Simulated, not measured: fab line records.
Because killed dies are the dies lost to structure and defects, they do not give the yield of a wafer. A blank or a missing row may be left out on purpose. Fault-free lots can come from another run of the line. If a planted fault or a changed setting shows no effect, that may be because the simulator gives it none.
A struck lot beside a sound one ; flow berkeley-cmos170 ; 30 out of 331 route steps
Sound: the wafers L212.4, L212.5, L212.6. Wafers L221.1, L221.2, L221.3 were the ones struck. The cause is given at the end.
For every step that has rows: the tool of each side, followed by ch and its chambers, followed by its first start. Under that, the readings that differ: sound wafers ; struck wafers ; difference of the means ; sigmas: that difference in standard deviations of wafers without a fault.
alike: a reading whose means differ by less than 2 such deviations, as well as words and numbers matching on both sides. not compared: withheld readings; readings where some wafer has no value; bounds like >300 that might hide an equal value; numbers whose values overlap and for which the record gives no deviation.
The two part at a step that has a row with sigmas, a row that says differs or no value, or rows on one side only. When numbers do not overlap yet have no deviation, they are printed without sigmas and do not part them. A reading missing from all wafers of one side parts the sides only when that side holds two or more wafers.

UCB170_PLDD_TW_MEAS_11:
  sound: film-metro-03 at day 6 06:43; struck: film-metro-04 at day 8 00:09
  alike: PLDD_TW
then, 7 steps without rows for these wafers: UCB170_PLDD_CLEAN_12 (cleans in SPM, time 600 s); UCB170_NLDD_HMDS_00 (prime time 60 s); UCB170_NLDD_COAT_01 (resist thk 900 nm); UCB170_NLDD_SOFTBAKE_02 (time 60 s); UCB170_NLDD_EXPOSE_03 (exposes mask NSELECT, target cd 1200 nm); UCB170_NLDD_PEB_04; UCB170_NLDD_DEVELOP_05 (develop time 45 s).
UCB170_NLDD_CD_MEAS_06: target cd 1200 nm.
  sound: cd-sem-02 at day 6 07:57; struck: cd-sem-01 at day 8 01:21
  alike: cd-nm
UCB170_NLDD_OVL_MEAS_07:
  sound: overlay-01 at day 6 08:01; struck: overlay-02 at day 8 01:28
  alike: NLDD_OVL
then, 2 steps without rows for these wafers: UCB170_NLDD_IMPLANT_08; UCB170_NLDD_IMPLANT_09.
UCB170_NLDD_STRIP_10: strips in O2.
  sound on plasma-asher-03 ch 0,1, day 6 08:23; struck on plasma-asher-02 ch 0,1, day 8 01:48
  no value came back on the struck wafers for chamber-pressure-mTorr (mTorr), drypump-motor-current-A (A), oes-product-au (a.u.), strip-time-to-endpoint-s (s); on the sound wafers chamber-pressure-mTorr (mTorr) reads 3501 3498 3494
reading;sound;struck;difference;sigmas
model.KrF_of_NLDD_COAT_01.thk-nm (nm);0 0 0;882.2 882.2 884.3;+882.9;
  not compared: rf-hours-counter-h
UCB170_NLDD_TW_MEAS_11:
  sound: film-metro-02 at day 6 08:28; struck: film-metro-03 at day 8 01:54
  alike: NLDD_TW
then, 1 step without rows for these wafers: UCB170_NLDD_CLEAN_12 (cleans in SPM, time 600 s).
UCB170_SPACER_CVD_00: deposits SiO2 from TEOS/O2, target thk 376 nm, time 47 s.
  sound on pecvd-01 ch 0,1,2, day 6 08:42; struck on pecvd-03 ch 0,1,2, day 8 02:08
  alike: heater-power-w, rf-fwd-power-W
UCB170_SPACER_THK_MEAS_01:
  sound: film-metro-03 at day 6 08:45; struck: film-metro-01 at day 8 02:11
  alike: SPACER_TEOS_THK
then, 1 step without rows for these wafers: UCB170_SPACER_ANNEAL_02 (time 1800 s).
UCB170_SPACER_ETCHBACK_03: etches SiO2 in CHF3/CF4/Ar, stops on Si, target depth 376 nm, time 100 s.
  sound on rie-diel-03 ch 0,1, day 6 16:01; struck on rie-diel-01 ch 0,2,3, day 8 06:47
  alike: cf4-flow-sccm, drypump-motor-current-A, mfc-ar-sccm, oes-product-au, rf-fwd-power-W, throttle-valve-pct
  not compared: rf-hours-counter-h
then, 6 steps without rows for these wafers: UCB170_PSD_HMDS_00 (prime time 60 s); UCB170_PSD_COAT_01 (resist thk 900 nm); UCB170_PSD_SOFTBAKE_02 (time 60 s); UCB170_PSD_EXPOSE_03 (exposes mask PSELECT MOD, target cd 1200 nm); UCB170_PSD_PEB_04; UCB170_PSD_DEVELOP_05 (develop time 45 s).
UCB170_PSD_CD_MEAS_06: target cd 1200 nm.
  sound: cd-sem-01 at day 6 17:48; struck: cd-sem-02 at day 8 07:43
  alike: cd-nm
UCB170_PSD_OVL_MEAS_07:
  sound: overlay-02 at day 6 17:52; struck: overlay-01 at day 8 07:50
  alike: PSD_OVL
following that, these wafers have no rows for 1 step: UCB170_PSD_IMPLANT_08.
UCB170_PSD_STRIP_09: strips in O2.
  sound on plasma-asher-03 ch 0,1, day 6 18:05; struck on plasma-asher-01 ch 0,1, day 8 08:01
reading;sound;struck;difference;sigmas
oes-product-au (a.u.);0.599 0.601 0.595;0.669 0.664 0.665;+0.068;+15
strip-time-to-endpoint-s (s);29.51 29.44 29.38;55.53 55.45 55.49;+26.05;+99 or more
  alike: chamber-pressure-mTorr, drypump-motor-current-A
  not compared: rf-hours-counter-h
UCB170_PSD_TW_MEAS_10:
  sound: film-metro-04 at day 6 18:10; struck: film-metro-03 at day 8 08:20
reading;sound;struck;difference;sigmas
PSD_TW;2359 2355 2358;30 30 30;-2327;-99 or more
  not compared: hold

## WHERE THEY PART
At UCB170_NLDD_STRIP_10 first; at UCB170_PSD_TW_MEAS_10 last (within this record only).

WHY: what had been put in by the simulator
Step skipped in full: plasma-asher-02, at UCB170_NLDD_STRIP_10, from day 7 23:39 onward. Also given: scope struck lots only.
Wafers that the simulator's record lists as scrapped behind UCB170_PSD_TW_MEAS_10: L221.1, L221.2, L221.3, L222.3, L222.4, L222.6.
